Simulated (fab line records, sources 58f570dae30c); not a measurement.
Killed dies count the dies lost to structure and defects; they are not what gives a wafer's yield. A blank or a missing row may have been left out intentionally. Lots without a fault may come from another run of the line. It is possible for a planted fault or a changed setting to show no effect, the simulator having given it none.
Which tool is to blame? + flow berkeley-cmos170 + 14 lots, 42 wafers sampled, at 5 steps of a route of 331

## WHAT THE GAUGES READ, wafer by wafer
UCB170_FIELD_THK_MEAS_90. Usual: FIELD_OXIDE_LEFT_1_THK 440 nm, standard deviation 11.
| lot  | measured    | on            | FIELD_OXIDE_LEFT_1_THK (nm) | flag |
|------|-------------|---------------|-----------------------------|------|
| L560 | day 6 00:55 | film-metro-04 | 448 456 451                 |      |
| L559 | day 6 00:55 | film-metro-02 | 441 445 435                 |      |
| L558 | day 6 00:55 | film-metro-03 | 419 427 425                 |      |
| L562 | day 6 12:16 | film-metro-03 | 440 436 441                 |      |
| L566 | day 7 16:17 | film-metro-02 | 440 448 447                 |      |
| L568 | day 7 23:31 | film-metro-03 | 424 430 420                 |      |
| L571 | day 7 23:35 | film-metro-03 | 443 437 436                 |      |
| L573 | day 8 20:16 | film-metro-04 | 429 427 424                 |      |
| L574 | day 8 20:20 | film-metro-04 | 446 446 461                 |      |
| L572 | day 8 20:17 | film-metro-02 | 452 450 435                 |      |
| L576 | day 9 12:56 | film-metro-03 | 427 424 430                 |      |
| L577 | day 9 22:19 | film-metro-04 | 446 436 443                 |      |
| L578 | day 9 22:37 | film-metro-03 | 448 430 445                 |      |
| L581 | day 9 22:16 | film-metro-02 | 443 448 437                 |      |

UCB170_GATE_THK_MEAS_02. Usual: GATE_OXIDE_THK 6.58 nm, standard deviation 0.13.
| lot  | measured     | on            | GATE_OXIDE_THK (nm) | flag |
|------|--------------|---------------|---------------------|------|
| L560 | day 7 03:20  | film-metro-02 | 6.72 6.66 6.81      |      |
| L559 | day 7 03:17  | film-metro-01 | 6.74 6.55 6.72      |      |
| L558 | day 7 03:18  | film-metro-03 | 6.51 6.62 6.52      |      |
| L562 | day 7 13:40  | film-metro-03 | 6.97 6.84 6.76      |      |
| L566 | day 8 13:58  | film-metro-02 | 6.47 6.52 6.58      |      |
| L568 | day 9 00:26  | film-metro-01 | 6.54 6.43 6.54      |      |
| L571 | day 9 00:22  | film-metro-03 | 6.64 6.75 6.63      |      |
| L573 | day 10 01:13 | film-metro-03 | 6.48 6.61 6.41      |      |
| L574 | day 10 01:09 | film-metro-02 | 6.51 6.55 6.66      |      |
| L572 | day 10 01:10 | film-metro-03 | 6.72 6.68 6.71      |      |
| L576 | day 10 09:41 | film-metro-03 | 6.48 6.47 6.42      |      |
| L577 | day 11 00:56 | film-metro-01 | 6.60 6.59 6.52      |      |
| L578 | day 11 01:01 | film-metro-02 | 6.62 6.62 6.49      |      |
| L581 | day 11 01:00 | film-metro-03 | 6.63 6.58 6.54      |      |

UCB170_PLDD_TW_MEAS_11. Usual: PLDD_TW 1012, standard deviation 5.8.
| lot  | measured     | on            | PLDD_TW        | flag |
|------|--------------|---------------|----------------|------|
| L560 | day 7 13:47  | film-metro-02 | 1020 1020 1010 |      |
| L559 | day 7 13:29  | film-metro-01 | 1005 1011 1014 |      |
| L558 | day 7 13:46  | film-metro-04 | 1002 1004 1005 |      |
| L562 | day 8 02:29  | film-metro-02 | 1015 1018 1019 |      |
| L566 | day 8 22:49  | film-metro-01 | 30 30 30       | OFF  |
| L568 | day 9 14:35  | film-metro-01 | 30 30 30       | OFF  |
| L571 | day 9 14:59  | film-metro-04 | 1004 1007 1010 |      |
| L573 | day 10 12:02 | film-metro-02 | 1011 1018 1006 |      |
| L574 | day 10 11:34 | film-metro-02 | 1014 1010 1014 |      |
| L572 | day 10 11:49 | film-metro-01 | 1005 1008 1005 |      |
| L576 | day 10 22:20 | film-metro-01 | 1012 1009 1009 |      |
| L577 | day 11 15:43 | film-metro-01 | 1015 1016 1010 |      |
| L578 | day 11 15:55 | film-metro-02 | 1018 1015 1015 |      |
| L581 | day 11 16:28 | film-metro-01 | 1010 1010 1015 |      |

## TOOL THAT RAN EACH LOT (tool first, then ch and the chambers of the sampled wafers, then the start)
| lot  | UCB170_PFIELD_STRIP_08              | UCB170_PLDD_DEVELOP_05            |
|------|-------------------------------------|-----------------------------------|
| L560 | plasma-asher-01 ch 0,1, day 5 03:31 | litho-track-03 ch 0, day 7 13:00  |
| L559 | plasma-asher-01 ch 0,1, day 5 04:04 | litho-track-02 ch 0, day 7 12:00  |
| L558 | plasma-asher-02 ch 0,1, day 5 04:21 | litho-track-02 ch 0, day 7 13:00  |
| L562 | plasma-asher-01 ch 0,1, day 5 19:44 | litho-track-02 ch 0, day 8 01:00  |
| L566 | plasma-asher-02 ch 0,1, day 6 21:34 | litho-track-02 ch 0, day 8 22:00  |
| L568 | plasma-asher-01 ch 0,1, day 7 05:55 | litho-track-02 ch 0, day 9 13:00  |
| L571 | plasma-asher-04 ch 0,1, day 7 09:53 | litho-track-03 ch 0, day 9 14:00  |
| L573 | plasma-asher-04 ch 0, day 8 06:39   | litho-track-04 ch 0, day 10 11:00 |
| L574 | plasma-asher-02 ch 0,1, day 8 06:50 | litho-track-04 ch 0, day 10 10:00 |
| L572 | plasma-asher-04 ch 0,1, day 8 07:09 | litho-track-03 ch 0, day 10 11:00 |
| L576 | plasma-asher-01 ch 0,1, day 8 17:43 | litho-track-04 ch 0, day 10 21:00 |
| L577 | plasma-asher-01 ch 0,1, day 9 05:59 | litho-track-03 ch 0, day 11 15:00 |
| L578 | plasma-asher-04 ch 0,1, day 9 06:17 | litho-track-04 ch 0, day 11 15:00 |
| L581 | plasma-asher-02 ch 0,1, day 9 06:29 | litho-track-03 ch 0, day 11 15:00 |
- UCB170_PFIELD_STRIP_08: strips in O2.
- UCB170_PLDD_DEVELOP_05: develop time 45 s.

## AS READ BY THE TOOLS THEMSELVES (means over the sampled wafers that have a number; for cases with no such wafer, the mark the record gives instead)
UCB170_PFIELD_STRIP_08. Usual: drypump-motor-current-A 5.6 A, standard deviation 0.37; oes-product-au 0.734 a.u., standard deviation 0.0045; strip-time-to-endpoint-s 21.67 s, standard deviation 0.045.
| lot  | tool            | drypump-motor-current-A (A) | oes-product-au (a.u.) | strip-time-to-endpoint-s (s) | flag |
|------|-----------------|-----------------------------|-----------------------|------------------------------|------|
| L560 | plasma-asher-01 | 5.5                         | 0.735                 | 21.72                        |      |
| L559 | plasma-asher-01 | 5.5                         | 0.735                 | 21.70                        |      |
| L558 | plasma-asher-02 | 5.6                         | 0.734                 | 21.68                        |      |
| L562 | plasma-asher-01 | 5.5                         | 0.731                 | 21.68                        |      |
| L566 | plasma-asher-02 | 5.7                         | 0.737                 | 21.62                        |      |
| L568 | plasma-asher-01 | 5.3                         | 0.737                 | 21.63                        |      |
| L571 | plasma-asher-04 | 6.2                         | 0.735                 | 21.65                        |      |
| L573 | plasma-asher-04 | 6.5                         | 0.737                 | 21.65                        |      |
| L574 | plasma-asher-02 | 5.7                         | 0.733                 | 21.68                        |      |
| L572 | plasma-asher-04 | 6.2                         | 0.732                 | 21.65                        |      |
| L576 | plasma-asher-01 | 5.5                         | 0.734                 | 21.63                        |      |
| L577 | plasma-asher-01 | 5.5                         | 0.731                 | 21.65                        |      |
| L578 | plasma-asher-04 | 5.9                         | 0.735                 | 21.64                        |      |
| L581 | plasma-asher-02 | 5.5                         | 0.737                 | 21.66                        |      |

## THE ANSWER, worked out from the rows above alone
Rule: lot off if the mean of its wafers having a number is beyond 3 standard deviations from the usual mean. Also off: a lot with no number at a reading for which 4 or more lots have one. The other lots that the step has rows for count as sound. First the gauges in route order, then the tools' own readings, where a lot's mean is used as printed above. At the first step where some lot is off, the reading lying furthest off is the one used; lots without a number count as furthest.
Off: L566, L568, at UCB170_PLDD_TW_MEAS_11 (PLDD_TW).
A tool fits if, at a process step before that reading, it ran every lot that is off, and no sound lot after the first of them. Those tools and the gauges at UCB170_PLDD_TW_MEAS_11 are tried in the same way. One fits: UCB170_PLDD_DEVELOP_05 on litho-track-02. A fault onset in the window from L562 (day 8 01:00, its last sound lot) to L566 (day 8 22:00, its first lot off) fits.

## WHAT THE SIMULATOR HAD INSERTED
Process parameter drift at UCB170_PLDD_DEVELOP_05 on litho-track-02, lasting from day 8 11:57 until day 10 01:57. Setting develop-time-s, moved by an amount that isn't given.
Lots struck among those shown: L566, L568. The same result came from the rule above.
